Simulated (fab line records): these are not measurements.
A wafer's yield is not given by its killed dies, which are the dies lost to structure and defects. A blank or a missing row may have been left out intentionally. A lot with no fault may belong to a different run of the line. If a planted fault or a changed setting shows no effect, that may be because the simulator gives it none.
Struck lot and sound lot, side by side	flow berkeley-cmos170	19 out of 331 route steps
Sound: the wafers L859.2, L859.4, L859.6. The struck wafers were L874.1, L874.3, L874.5. Last of all comes the cause.
For every step that has rows: the tool of each side, followed by ch and its chambers, followed by its first start. Under that, the readings that differ: sound wafers	struck wafers	difference of the means	sigmas: that difference in standard deviations of wafers without a fault.
alike: same words and numbers on both sides, and readings whose means sit less than 2 such deviations apart. not compared: any withheld reading, any reading some wafer has no value for, any bound like >300 that may hide the same value, and any number with overlapping values for which the record gives no deviation.
The two part at a step that has a row with sigmas, a row that says differs or no value, or rows on one side only. When numbers do not overlap yet have no deviation, they are printed without sigmas and do not part them. A reading that every wafer of one side lacks parts them only if that side has two wafers or more.

first, 2 steps without rows for these wafers: UCB170_PLDD_PEB_04; UCB170_PLDD_DEVELOP_05 (develop time 45 s).
UCB170_PLDD_CD_MEAS_06: the cd target is 1200 nm.
  sound: cd-sem-01 at day 7 23:38; struck: cd-sem-02 at day 11 06:29
  alike: cd-nm
UCB170_PLDD_OVL_MEAS_07:
  sound: overlay-01 at day 7 23:44; struck: overlay-02 at day 11 06:36
  alike: PLDD_OVL
then, 2 steps without rows for these wafers: UCB170_PLDD_IMPLANT_08; UCB170_PLDD_IMPLANT_09.
UCB170_PLDD_STRIP_10: strips in O2.
  sound on plasma-asher-03 ch 0,1, day 8 00:04; struck on plasma-asher-02 ch 0,1, day 11 06:56
reading	sound	struck	difference	sigmas
strip-time-to-endpoint-s (s)	21.67 21.70 21.72	21.48 21.56 21.53	-0.17	-2
  alike: drypump-motor-current-A, oes-product-au
  not compared: rf-hours-counter-h
UCB170_PLDD_TW_MEAS_11:
  sound: film-metro-01 at day 8 00:11; struck: film-metro-01 at day 11 07:02
  alike: PLDD_TW
then, 4 steps without rows for these wafers: UCB170_PLDD_CLEAN_12 (cleans in SPM, time 600 s); UCB170_NLDD_HMDS_00 (prime time 60 s); UCB170_NLDD_COAT_01 (resist thk 900 nm); UCB170_NLDD_SOFTBAKE_02 (time 60 s).
UCB170_NLDD_EXPOSE_03: exposes mask NSELECT, target cd 1200 nm.
  sound on krf-scanner-01 ch 0, day 8 01:17; struck on krf-scanner-01 ch 0, day 11 08:11
reading	sound	struck	difference	sigmas
model.NLDD.overlay-x-nm (nm)	0.5829 0.5829 0.5829	321.9 321.9 321.9	+321.3	
  alike: mask
then, 2 steps without rows for these wafers: UCB170_NLDD_PEB_04; UCB170_NLDD_DEVELOP_05 (develop time 45 s).
UCB170_NLDD_CD_MEAS_06: the cd target is 1200 nm.
  sound: cd-sem-01 at day 8 02:15; struck: cd-sem-02 at day 11 08:40
  alike: cd-nm
UCB170_NLDD_OVL_MEAS_07:
  sound: overlay-02 at day 8 02:22; struck: overlay-02 at day 11 08:47
reading	sound	struck	difference	sigmas
NLDD_OVL (nm)	8 12 9	330 329 329	+320	+52
then, 1 step without rows for these wafers: UCB170_NLDD_IMPLANT_08.
UCB170_M3_PROBE_99:
  sound: prober-02 at day 9 10:30; struck: prober-02 at day 12 18:35
reading	sound	struck	difference	sigmas
model.etest.nldd.line-ohm-um	1296 1266 1306	1748 1769 1769	+473	
model.etest.nldd.width-nm (nm)	606.5 611.5 600.7	442.8 433.9 437.8	-168.1	

## WHERE THEY PART
At UCB170_PLDD_STRIP_10 first; at UCB170_NLDD_OVL_MEAS_07 last (within this record only).

WHY: what had been put in by the simulator
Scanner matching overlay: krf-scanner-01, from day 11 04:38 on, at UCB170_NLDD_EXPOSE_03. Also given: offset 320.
